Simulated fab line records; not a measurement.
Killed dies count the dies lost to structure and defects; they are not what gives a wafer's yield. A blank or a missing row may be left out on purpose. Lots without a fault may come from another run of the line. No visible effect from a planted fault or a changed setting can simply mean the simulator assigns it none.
Which tool is to blame? || flow berkeleyCmos170 || 13 lots with 39 wafers sampled at 6 steps, on a route of 331 steps

## WHAT EACH GAUGE READ, for each wafer
UCB170_M1_RS_MEAS_01: the measuring method here is four-point-probe. Usual: M1_AL_RS 0.0485 ohm/sq, standard deviation 0.00048.
{"lot": "L966", "measured": "day 7 23:23", "on": "filmMetro-02", "M1_AL_RS (ohm/sq)": "0.0483 0.0485 0.0487", "flag": ""}
{"lot": "L967", "measured": "day 8 04:13", "on": "filmMetro-01", "M1_AL_RS (ohm/sq)": "0.0481 0.0484 0.0480", "flag": ""}
{"lot": "L969", "measured": "day 8 01:24", "on": "filmMetro-02", "M1_AL_RS (ohm/sq)": "0.0475 0.0477 0.0476", "flag": ""}
{"lot": "L972", "measured": "day 9 03:59", "on": "filmMetro-03", "M1_AL_RS (ohm/sq)": "0.0486 0.0489 0.0487", "flag": ""}
{"lot": "L973", "measured": "day 9 03:31", "on": "filmMetro-02", "M1_AL_RS (ohm/sq)": "0.0478 0.0477 0.0475", "flag": ""}
{"lot": "L975", "measured": "day 9 14:35", "on": "filmMetro-03", "M1_AL_RS (ohm/sq)": "0.0485 0.0486 0.0485", "flag": ""}
{"lot": "L977", "measured": "day 10 02:05", "on": "filmMetro-01", "M1_AL_RS (ohm/sq)": "0.0490 0.0493 0.0494", "flag": ""}
{"lot": "L978", "measured": "day 10 14:51", "on": "filmMetro-03", "M1_AL_RS (ohm/sq)": "0.0481 0.0483 0.0482", "flag": ""}
{"lot": "L979", "measured": "day 10 14:28", "on": "filmMetro-02", "M1_AL_RS (ohm/sq)": "0.0484 0.0484 0.0483", "flag": ""}
{"lot": "L984", "measured": "day 11 12:41", "on": "filmMetro-03", "M1_AL_RS (ohm/sq)": "0.0487 0.0487 0.0521 0.0489 0.0487 0.0521", "flag": ""}
{"lot": "L986", "measured": "day 11 19:17", "on": "filmMetro-02", "M1_AL_RS (ohm/sq)": "0.0487 0.0486 0.0489", "flag": ""}
{"lot": "L987", "measured": "day 12 11:53", "on": "filmMetro-03", "M1_AL_RS (ohm/sq)": "0.0488 0.0484 0.0486", "flag": ""}
{"lot": "L989", "measured": "day 12 22:40", "on": "filmMetro-02", "M1_AL_RS (ohm/sq)": "0.0484 0.0483 0.0486", "flag": ""}

UCB170_M1_THK_MEAS_02: measures by xrf. Usual: M1_AL_THK 603 nm, standard deviation 6.
{"lot": "L966", "measured": "day 7 23:29", "on": "filmMetro-02", "M1_AL_THK (nm)": "598 597 593", "flag": ""}
{"lot": "L967", "measured": "day 8 04:20", "on": "filmMetro-01", "M1_AL_THK (nm)": "608 604 607", "flag": ""}
{"lot": "L969", "measured": "day 8 01:31", "on": "filmMetro-02", "M1_AL_THK (nm)": "610 613 615", "flag": ""}
{"lot": "L972", "measured": "day 9 04:05", "on": "filmMetro-03", "M1_AL_THK (nm)": "606 600 600", "flag": ""}
{"lot": "L973", "measured": "day 9 03:38", "on": "filmMetro-02", "M1_AL_THK (nm)": "614 615 611", "flag": ""}
{"lot": "L975", "measured": "day 9 14:42", "on": "filmMetro-03", "M1_AL_THK (nm)": "608 604 602", "flag": ""}
{"lot": "L977", "measured": "day 10 02:11", "on": "filmMetro-01", "M1_AL_THK (nm)": "599 597 596", "flag": ""}
{"lot": "L978", "measured": "day 10 14:58", "on": "filmMetro-03", "M1_AL_THK (nm)": "609 607 611", "flag": ""}
{"lot": "L979", "measured": "day 10 14:35", "on": "filmMetro-02", "M1_AL_THK (nm)": "604 604 605", "flag": ""}
{"lot": "L984", "measured": "day 11 14:46", "on": "filmMetro-03", "M1_AL_THK (nm)": "602 603 562 599 605 563", "flag": ""}
{"lot": "L986", "measured": "day 11 19:25", "on": "filmMetro-02", "M1_AL_THK (nm)": "599 603 594", "flag": ""}
{"lot": "L987", "measured": "day 12 12:01", "on": "filmMetro-03", "M1_AL_THK (nm)": "602 604 604", "flag": ""}
{"lot": "L989", "measured": "day 12 22:46", "on": "filmMetro-02", "M1_AL_THK (nm)": "601 599 598", "flag": ""}

UCB170_M3_RS_MEAS_02: the measuring method here is four-point-probe. Usual: M3_AL_RS 0.03214 ohm/sq, standard deviation 0.00022.
{"lot": "L966", "measured": "day 8 11:04", "on": "filmMetro-03", "M3_AL_RS (ohm/sq)": "0.03255 0.03262 0.03215", "flag": ""}
{"lot": "L967", "measured": "day 8 18:13", "on": "filmMetro-02", "M3_AL_RS (ohm/sq)": "0.03198 0.03227 0.03201", "flag": ""}
{"lot": "L969", "measured": "day 8 14:27", "on": "filmMetro-03", "M3_AL_RS (ohm/sq)": "0.03217 0.03224 0.03189", "flag": ""}
{"lot": "L972", "measured": "day 9 18:07", "on": "filmMetro-03", "M3_AL_RS (ohm/sq)": "0.03207 0.03205 0.03195", "flag": ""}
{"lot": "L973", "measured": "day 9 17:49", "on": "filmMetro-03", "M3_AL_RS (ohm/sq)": "0.03205 0.03227 0.03227", "flag": ""}
{"lot": "L975", "measured": "day 10 04:20", "on": "filmMetro-03", "M3_AL_RS (ohm/sq)": "0.03205 0.03211 0.03204", "flag": ""}
{"lot": "L977", "measured": "day 10 14:10", "on": "filmMetro-01", "M3_AL_RS (ohm/sq)": "0.03232 0.03215 0.03209", "flag": ""}
{"lot": "L978", "measured": "day 11 04:14", "on": "filmMetro-02", "M3_AL_RS (ohm/sq)": "0.03212 0.03212 0.03227", "flag": ""}
{"lot": "L979", "measured": "day 11 01:22", "on": "filmMetro-01", "M3_AL_RS (ohm/sq)": "0.03185 0.03206 0.03176", "flag": ""}
{"lot": "L984", "measured": "day 12 10:05", "on": "filmMetro-01", "M3_AL_RS (ohm/sq)": "0.03237 0.03225 0.03244", "flag": ""}
{"lot": "L986", "measured": "day 12 09:23", "on": "filmMetro-02", "M3_AL_RS (ohm/sq)": "0.03208 0.03183 0.03232", "flag": ""}
{"lot": "L987", "measured": "day 12 23:41", "on": "filmMetro-01", "M3_AL_RS (ohm/sq)": "0.03198 0.03167 0.03195", "flag": ""}
{"lot": "L989", "measured": "day 13 10:15", "on": "filmMetro-02", "M3_AL_RS (ohm/sq)": "0.03212 0.03217 0.03169", "flag": ""}

UCB170_M3_CD_MEAS_15 targets a cd of 700 nm. Usual: cdNm reads 700.3 nm (standard deviation 1.4).
{"lot": "L966", "measured": "day 8 13:24", "on": "cdSem-02", "cdNm (nm)": "699.6 699.9 700.7", "flag": ""}
{"lot": "L967", "measured": "day 8 21:27", "on": "cdSem-02", "cdNm (nm)": "699.4 699.0 697.1", "flag": ""}
{"lot": "L969", "measured": "day 8 17:33", "on": "cdSem-02", "cdNm (nm)": "702.3 702.6 703.2", "flag": ""}
{"lot": "L972", "measured": "day 9 20:05", "on": "cdSem-02", "cdNm (nm)": "700.8 700.0 699.1", "flag": ""}
{"lot": "L973", "measured": "day 9 19:34", "on": "cdSem-01", "cdNm (nm)": "698.5 700.9 702.3", "flag": ""}
{"lot": "L975", "measured": "day 10 07:05", "on": "cdSem-01", "cdNm (nm)": "700.8 701.7 702.1", "flag": ""}
{"lot": "L977", "measured": "day 10 15:57", "on": "cdSem-01", "cdNm (nm)": "700.1 700.1 700.8", "flag": ""}
{"lot": "L978", "measured": "day 11 06:50", "on": "cdSem-01", "cdNm (nm)": "701.6 700.1 700.5", "flag": ""}
{"lot": "L979", "measured": "day 11 03:40", "on": "cdSem-02", "cdNm (nm)": "698.0 699.4 698.6", "flag": ""}
{"lot": "L984", "measured": "day 12 11:50", "on": "cdSem-02", "cdNm (nm)": "698.7 700.9 699.4", "flag": ""}
{"lot": "L986", "measured": "day 12 11:37", "on": "cdSem-02", "cdNm (nm)": "701.3 700.6 701.1", "flag": ""}
{"lot": "L987", "measured": "day 13 01:39", "on": "cdSem-02", "cdNm (nm)": "699.1 698.8 699.6", "flag": ""}
{"lot": "L989", "measured": "day 13 12:00", "on": "cdSem-01", "cdNm (nm)": "701.8 702.4 701.3", "flag": ""}

## WHAT TOOL EACH LOT RAN ON (gives the tool, then ch and the chambers of the sampled wafers, and finally the start)
{"lot": "L966", "UCB170_ZERO_ETCH_06": "rieDiel-02 ch 2,3, day 2 02:00", "UCB170_M1_SPUTTER_00": "pvdSputter-04, day 7 23:17"}
{"lot": "L967", "UCB170_ZERO_ETCH_06": "rieDiel-01 ch 1,3, day 2 02:17", "UCB170_M1_SPUTTER_00": "pvdSputter-04, day 8 04:09"}
{"lot": "L969", "UCB170_ZERO_ETCH_06": "rieDiel-01 ch 2,3, day 2 12:48", "UCB170_M1_SPUTTER_00": "pvdSputter-02, day 8 01:20"}
{"lot": "L972", "UCB170_ZERO_ETCH_06": "rieDiel-03 ch 0,2,3, day 3 03:49", "UCB170_M1_SPUTTER_00": "pvdSputter-01, day 9 03:54"}
{"lot": "L973", "UCB170_ZERO_ETCH_06": "rieDiel-01 ch 1,2,3, day 3 08:50", "UCB170_M1_SPUTTER_00": "pvdSputter-04, day 9 03:26"}
{"lot": "L975", "UCB170_ZERO_ETCH_06": "rieDiel-01 ch 1,2,3, day 3 20:06", "UCB170_M1_SPUTTER_00": "pvdSputter-04, day 9 14:31"}
{"lot": "L977", "UCB170_ZERO_ETCH_06": "rieDiel-01 ch 1,2,3, day 4 03:59", "UCB170_M1_SPUTTER_00": "pvdSputter-01, day 10 02:00"}
{"lot": "L978", "UCB170_ZERO_ETCH_06": "rieDiel-03 ch 0,1,3, day 4 09:50", "UCB170_M1_SPUTTER_00": "pvdSputter-04, day 10 14:46"}
{"lot": "L979", "UCB170_ZERO_ETCH_06": "rieDiel-03 ch 0,3, day 4 15:40", "UCB170_M1_SPUTTER_00": "pvdSputter-01, day 10 14:23"}
{"lot": "L984", "UCB170_ZERO_ETCH_06": "rieDiel-01 ch 0,1,2, day 5 11:28", "UCB170_M1_SPUTTER_00": "pvdSputter-04, day 11 12:38"}
{"lot": "L986", "UCB170_ZERO_ETCH_06": "rieDiel-01 ch 0,1,3, day 6 00:49", "UCB170_M1_SPUTTER_00": "pvdSputter-01, day 11 19:14"}
{"lot": "L987", "UCB170_ZERO_ETCH_06": "rieDiel-02 ch 2,3, day 6 06:59", "UCB170_M1_SPUTTER_00": "pvdSputter-02, day 12 11:50"}
{"lot": "L989", "UCB170_ZERO_ETCH_06": "rieDiel-01 ch 1,2, day 6 17:04", "UCB170_M1_SPUTTER_00": "pvdSputter-02, day 12 22:35"}
- UCB170_ZERO_ETCH_06: etches SiO2 in CHF3/CF4/Ar, time 12 s.
- UCB170_M1_SPUTTER_00: material Al, target thk 600 nm, time 80 s.

## WHAT THE TOOLS THEMSELVES READ (means of the sampled wafers that have a number; where no wafer has one, the mark that the record gives instead)
UCB170_ZERO_ETCH_06. Usual: cf4FlowSccm 10.000 sccm, standard deviation 0.03; chamberPressureMTorr 99.99 mTorr, standard deviation 0.092; drypumpMotorCurrentA 5.7 A, standard deviation 0.53; oesProductAu 0.613 a.u., standard deviation 0.0096; throttleValvePct 9.36 %, standard deviation 0.17.
{"lot": "L966", "tool": "rieDiel-02", "cf4FlowSccm (sccm)": 9.993, "chamberPressureMTorr (mTorr)": 100.15, "drypumpMotorCurrentA (A)": 5.4, "oesProductAu (a.u.)": 0.611, "throttleValvePct (%)": 9.45, "flag": ""}
{"lot": "L967", "tool": "rieDiel-01", "cf4FlowSccm (sccm)": 10.054, "chamberPressureMTorr (mTorr)": 100.00, "drypumpMotorCurrentA (A)": 5.5, "oesProductAu (a.u.)": 0.606, "throttleValvePct (%)": 9.40, "flag": ""}
{"lot": "L969", "tool": "rieDiel-01", "cf4FlowSccm (sccm)": 9.981, "chamberPressureMTorr (mTorr)": 100.00, "drypumpMotorCurrentA (A)": 5.9, "oesProductAu (a.u.)": 0.606, "throttleValvePct (%)": 9.46, "flag": ""}
{"lot": "L972", "tool": "rieDiel-03", "cf4FlowSccm (sccm)": 9.968, "chamberPressureMTorr (mTorr)": 99.94, "drypumpMotorCurrentA (A)": 6.0, "oesProductAu (a.u.)": 0.623, "throttleValvePct (%)": 9.23, "flag": ""}
{"lot": "L973", "tool": "rieDiel-01", "cf4FlowSccm (sccm)": 10.012, "chamberPressureMTorr (mTorr)": 100.04, "drypumpMotorCurrentA (A)": 5.6, "oesProductAu (a.u.)": 0.609, "throttleValvePct (%)": 9.37, "flag": ""}
{"lot": "L975", "tool": "rieDiel-01", "cf4FlowSccm (sccm)": 10.026, "chamberPressureMTorr (mTorr)": 100.05, "drypumpMotorCurrentA (A)": 5.6, "oesProductAu (a.u.)": 0.610, "throttleValvePct (%)": 9.36, "flag": ""}
{"lot": "L977", "tool": "rieDiel-01", "cf4FlowSccm (sccm)": 10.002, "chamberPressureMTorr (mTorr)": 99.89, "drypumpMotorCurrentA (A)": 5.6, "oesProductAu (a.u.)": 0.610, "throttleValvePct (%)": 9.38, "flag": ""}
{"lot": "L978", "tool": "rieDiel-03", "cf4FlowSccm (sccm)": 10.004, "chamberPressureMTorr (mTorr)": 100.01, "drypumpMotorCurrentA (A)": 6.2, "oesProductAu (a.u.)": 0.619, "throttleValvePct (%)": 9.38, "flag": ""}
{"lot": "L979", "tool": "rieDiel-03", "cf4FlowSccm (sccm)": 10.013, "chamberPressureMTorr (mTorr)": 99.99, "drypumpMotorCurrentA (A)": 6.3, "oesProductAu (a.u.)": 0.617, "throttleValvePct (%)": 9.39, "flag": ""}
{"lot": "L984", "tool": "rieDiel-01", "cf4FlowSccm (sccm)": 10.034, "chamberPressureMTorr (mTorr)": 100.07, "drypumpMotorCurrentA (A)": 5.3, "oesProductAu (a.u.)": 0.614, "throttleValvePct (%)": 9.37, "flag": ""}
{"lot": "L986", "tool": "rieDiel-01", "cf4FlowSccm (sccm)": 10.012, "chamberPressureMTorr (mTorr)": 100.00, "drypumpMotorCurrentA (A)": 5.3, "oesProductAu (a.u.)": 0.611, "throttleValvePct (%)": 9.41, "flag": ""}
{"lot": "L987", "tool": "rieDiel-02", "cf4FlowSccm (sccm)": 10.015, "chamberPressureMTorr (mTorr)": 100.03, "drypumpMotorCurrentA (A)": 5.7, "oesProductAu (a.u.)": 0.612, "throttleValvePct (%)": 9.40, "flag": ""}
{"lot": "L989", "tool": "rieDiel-01", "cf4FlowSccm (sccm)": 10.022, "chamberPressureMTorr (mTorr)": 99.99, "drypumpMotorCurrentA (A)": 5.6, "oesProductAu (a.u.)": 0.608, "throttleValvePct (%)": 9.34, "flag": ""}

UCB170_M1_SPUTTER_00. Usual: throttleValvePct reads 29.4 % (standard deviation 0.87).
{"lot": "L966", "tool": "pvdSputter-04", "throttleValvePct (%)": 29.6, "flag": ""}
{"lot": "L967", "tool": "pvdSputter-04", "throttleValvePct (%)": 29.9, "flag": ""}
{"lot": "L969", "tool": "pvdSputter-02", "throttleValvePct (%)": 29.3, "flag": ""}
{"lot": "L972", "tool": "pvdSputter-01", "throttleValvePct (%)": 29.1, "flag": ""}
{"lot": "L973", "tool": "pvdSputter-04", "throttleValvePct (%)": 29.8, "flag": ""}
{"lot": "L975", "tool": "pvdSputter-04", "throttleValvePct (%)": 29.8, "flag": ""}
{"lot": "L977", "tool": "pvdSputter-01", "throttleValvePct (%)": 29.8, "flag": ""}
{"lot": "L978", "tool": "pvdSputter-04", "throttleValvePct (%)": 29.2, "flag": ""}
{"lot": "L979", "tool": "pvdSputter-01", "throttleValvePct (%)": 29.3, "flag": ""}
{"lot": "L984", "tool": "pvdSputter-04", "throttleValvePct (%)": 29.5, "flag": ""}
{"lot": "L986", "tool": "pvdSputter-01", "throttleValvePct (%)": 29.3, "flag": ""}
{"lot": "L987", "tool": "pvdSputter-02", "throttleValvePct (%)": 29.4, "flag": ""}
{"lot": "L989", "tool": "pvdSputter-02", "throttleValvePct (%)": 29.2, "flag": ""}

## THE ANSWER, worked out from the rows above alone
Rule: a lot counts as off when the mean over its wafers that have a number is more than 3 standard deviations away from the usual mean. A lot without any number at a reading at which 4 lots or more have one is off too. Any other lot the step has rows for is counted as sound. First the gauges in route order, then the tools' own readings, where a lot's mean is used as printed above. The first step at which some lot is off is used, and at that step the reading that is off furthest; a lot without a number counts as furthest.
Across all readings shown, no lot is off: no conclusion can be drawn from this.

## WHAT THE SIMULATOR PUT IN
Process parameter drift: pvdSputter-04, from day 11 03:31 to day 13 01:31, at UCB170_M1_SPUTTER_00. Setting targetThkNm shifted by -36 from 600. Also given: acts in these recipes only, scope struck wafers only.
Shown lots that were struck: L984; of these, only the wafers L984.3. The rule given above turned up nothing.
